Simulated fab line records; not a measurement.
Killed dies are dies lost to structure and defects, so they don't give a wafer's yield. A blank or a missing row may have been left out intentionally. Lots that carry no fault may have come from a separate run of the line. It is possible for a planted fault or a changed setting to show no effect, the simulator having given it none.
Which tool did it?    flow rit_cmos    36 wafers from 12 lots sampled at 6 of the route's 202 steps

## WHAT THE GAUGES SHOWED, per wafer
RIT_FOX1_THK_MEAS_01. Usual: FOX1_OXIDE_THK gives 346 nm (standard deviation 5.9).
lot   measured     on             FOX1_OXIDE_THK (nm)  flag
L657  day 1 18:17  film_metro-02  338 346 345          
L658  day 2 00:50  film_metro-02  351 354 354          
L659  day 2 04:59  film_metro-04  345 346 341          
L660  day 2 08:52  film_metro-02  333 336 338          
L661  day 2 12:56  film_metro-02  348 352 347          
L662  day 2 18:01  film_metro-04  345 342 350          
L663  day 3 01:00  film_metro-02  358 359 354          
L664  day 3 05:07  film_metro-04  345 343 339          
L665  day 3 11:15  film_metro-03  353 348 346          
L666  day 3 15:07  film_metro-02  343 345 342          
L667  day 3 18:56  film_metro-03  348 350 342          
L675  day 5 11:20  film_metro-02  343 344 344          

RIT_FOX2_THK_MEAS_01. Usual: FOX2_OXIDE_THK gives 347 nm (standard deviation 6.5).
lot   measured     on             FOX2_OXIDE_THK (nm)  flag
L657  day 1 19:53  film_metro-01  362 363 356          
L658  day 2 02:19  film_metro-02  347 344 347          
L659  day 2 06:28  film_metro-02  348 357 357          
L660  day 2 10:21  film_metro-02  337 340 344          
L661  day 2 14:25  film_metro-02  350 350 349          
L662  day 2 19:30  film_metro-01  343 344 338          
L663  day 3 03:49  film_metro-02  346 341 348          
L664  day 3 06:55  film_metro-02  359 357 357          
L665  day 3 14:32  film_metro-01  349 350 357          
L666  day 3 16:37  film_metro-03  346 346 346          
L667  day 3 20:26  film_metro-01  345 343 341          
L675  day 5 12:53  film_metro-01  342 339 342          

RIT_GATE_THK_MEAS_09. Usual: GATE_POLY_THK gives 255.0 nm (standard deviation 2).
lot   measured     on             GATE_POLY_THK (nm)  flag
L657  day 2 12:29  film_metro-02  251.7 253.4 252.6   
L658  day 2 19:14  film_metro-02  254.8 253.9 251.1   
L659  day 2 22:49  film_metro-01  254.8 256.6 255.6   
L660  day 3 06:07  film_metro-02  256.7 256.5 257.1   
L661  day 3 07:58  film_metro-03  253.8 251.8 253.0   
L662  day 3 12:09  film_metro-03  258.7 256.6 257.6   
L663  day 3 20:05  film_metro-02  252.6 254.4 252.1   
L664  day 4 04:00  film_metro-02  256.2 255.5 252.7   
L665  day 4 09:20  film_metro-02  257.9 255.1 258.1   
L666  day 4 11:56  film_metro-02  254.8 256.9 258.3   
L667  day 4 15:22  film_metro-01  258.1 254.2 254.8   
L675  day 6 06:53  film_metro-02  123.2 123.8 121.4   OFF

RIT_NLDD_OVL_MEAS_06. Usual: NLDD_OVL gives 1.3 nm (standard deviation 1.4).
lot   measured     on          NLDD_OVL (nm)  flag
L657  day 2 18:13  overlay-02  3.5 3.1 3.6    
L658  day 3 00:48  overlay-01  5.7 0.6 1.2    
L659  day 3 05:05  overlay-02  2.2 1.9 2.4    
L660  day 3 12:31  overlay-02  0.7 1.5 1.6    
L661  day 3 14:50  overlay-01  0.0 2.4 2.3    
L662  day 3 17:52  overlay-01  -1.1 1.0 -0.1  
L663  day 4 02:36  overlay-01  2.2 0.0 0.9    
L664  day 4 09:43  overlay-02  1.4 0.7 -0.3   
L665  day 4 14:50  overlay-01  0.7 2.2 0.3    
L666  day 4 17:25  overlay-02  2.6 -0.9 1.2   
L667  day 4 21:44  overlay-02  1.3 1.6 1.8    
L675  day 6 14:02  overlay-01  2.3 2.0 1.5    

## TOOL THAT RAN EACH LOT (tool first, then ch and the chambers of the sampled wafers, then the start)
lot   RIT_GATE_CVD_08             RIT_GATE_ETCH_19
L657  lpcvd-01 ch 1, day 2 10:52  rie_si-01 ch 0,2,3, day 2 13:58
L658  lpcvd-01 ch 0, day 2 17:37  rie_si-02 ch 1,2,3, day 2 20:34
L659  lpcvd-02 ch 0, day 2 21:12  rie_si-01 ch 0,1,3, day 3 00:10
L660  lpcvd-01 ch 1, day 3 04:29  rie_si-02 ch 0,2,3, day 3 07:26
L661  lpcvd-02 ch 1, day 3 06:21  rie_si-01 ch 0,2,3, day 3 09:16
L662  lpcvd-01 ch 1, day 3 10:31  rie_si-02 ch 0,3, day 3 13:28
L663  lpcvd-01 ch 0, day 3 18:27  rie_si-01 ch 0,3, day 3 21:17
L664  lpcvd-01 ch 0, day 4 02:23  rie_si-02 ch 0,1,3, day 4 05:13
L665  lpcvd-02 ch 1, day 4 07:43  rie_si-01 ch 0,1,3, day 4 10:36
L666  lpcvd-01 ch 0, day 4 10:19  rie_si-02 ch 0,2,3, day 4 13:09
L667  lpcvd-01 ch 0, day 4 12:56  rie_si-01 ch 1,2,3, day 4 16:41
L675  lpcvd-01 ch 1, day 6 05:15  rie_si-01 ch 0,2, day 6 08:12
- RIT_GATE_CVD_08: deposits poly-Si from SiH4, target thk 250 nm, time 2220 s.
- RIT_GATE_ETCH_19: etches poly-Si in SF6/CHF3/O2, stops on SiO2, time 165 s, target depth 312.5 nm.

## AS READ BY THE TOOLS THEMSELVES (means over the sampled wafers that have a number; for cases with no such wafer, the mark the record gives instead)
RIT_GATE_ETCH_19. Usual: drypump_motor_current_A 5.7 A, standard deviation 0.39; oes_product_au 0.860 a.u., standard deviation 0.013; throttle_valve_pct 10.22 %, standard deviation 0.13.
lot   tool       drypump_motor_current_A (A)  oes_product_au (a.u.)  throttle_valve_pct (%)  flag
L657  rie_si-01  5.7                          0.849                  10.14                   
L658  rie_si-02  5.6                          0.849                  10.19                   
L659  rie_si-01  5.5                          0.871                  10.22                   
L660  rie_si-02  5.5                          0.860                  10.29                   
L661  rie_si-01  5.7                          0.848                  10.14                   
L662  rie_si-02  5.3                          0.870                  10.38                   
L663  rie_si-01  5.2                          0.856                  10.21                   
L664  rie_si-02  5.5                          0.862                  10.30                   
L665  rie_si-01  5.5                          0.872                  10.21                   
L666  rie_si-02  5.5                          0.858                  10.29                   
L667  rie_si-01  6.0                          0.864                  10.14                   
L675  rie_si-01  5.8                          0.536                  10.15                   OFF

## THE ANSWER, worked out from the rows above alone
Rule: a lot counts as off when the mean over its wafers that have a number is more than 3 standard deviations away from the usual mean. Also off: a lot with no number at a reading for which 4 or more lots have one. Where the step has rows for the other lots, those lots are counted as sound. After the gauges, taken in route order, come the tools' own readings; for these a lot's mean is taken, as printed above. At the first step where some lot is off, the reading lying furthest off is the one used; lots without a number count as furthest.
Off: at RIT_GATE_THK_MEAS_09 (GATE_POLY_THK), L675.
If a tool, at a process step before that reading, ran all the lots that are off and no sound lot after the first of them, it fits. The gauges at RIT_GATE_THK_MEAS_09 aren't tried: what is off there is off at RIT_GATE_ETCH_19 too, on other tools, and a gauge's error can't cause that. One fits: RIT_GATE_CVD_08 on lpcvd-01. A fault onset in the window from L667 (day 4 12:56, its last sound lot) to L675 (day 6 05:15, its first lot off) fits.

## WHAT WAS PUT IN BY THE SIMULATOR
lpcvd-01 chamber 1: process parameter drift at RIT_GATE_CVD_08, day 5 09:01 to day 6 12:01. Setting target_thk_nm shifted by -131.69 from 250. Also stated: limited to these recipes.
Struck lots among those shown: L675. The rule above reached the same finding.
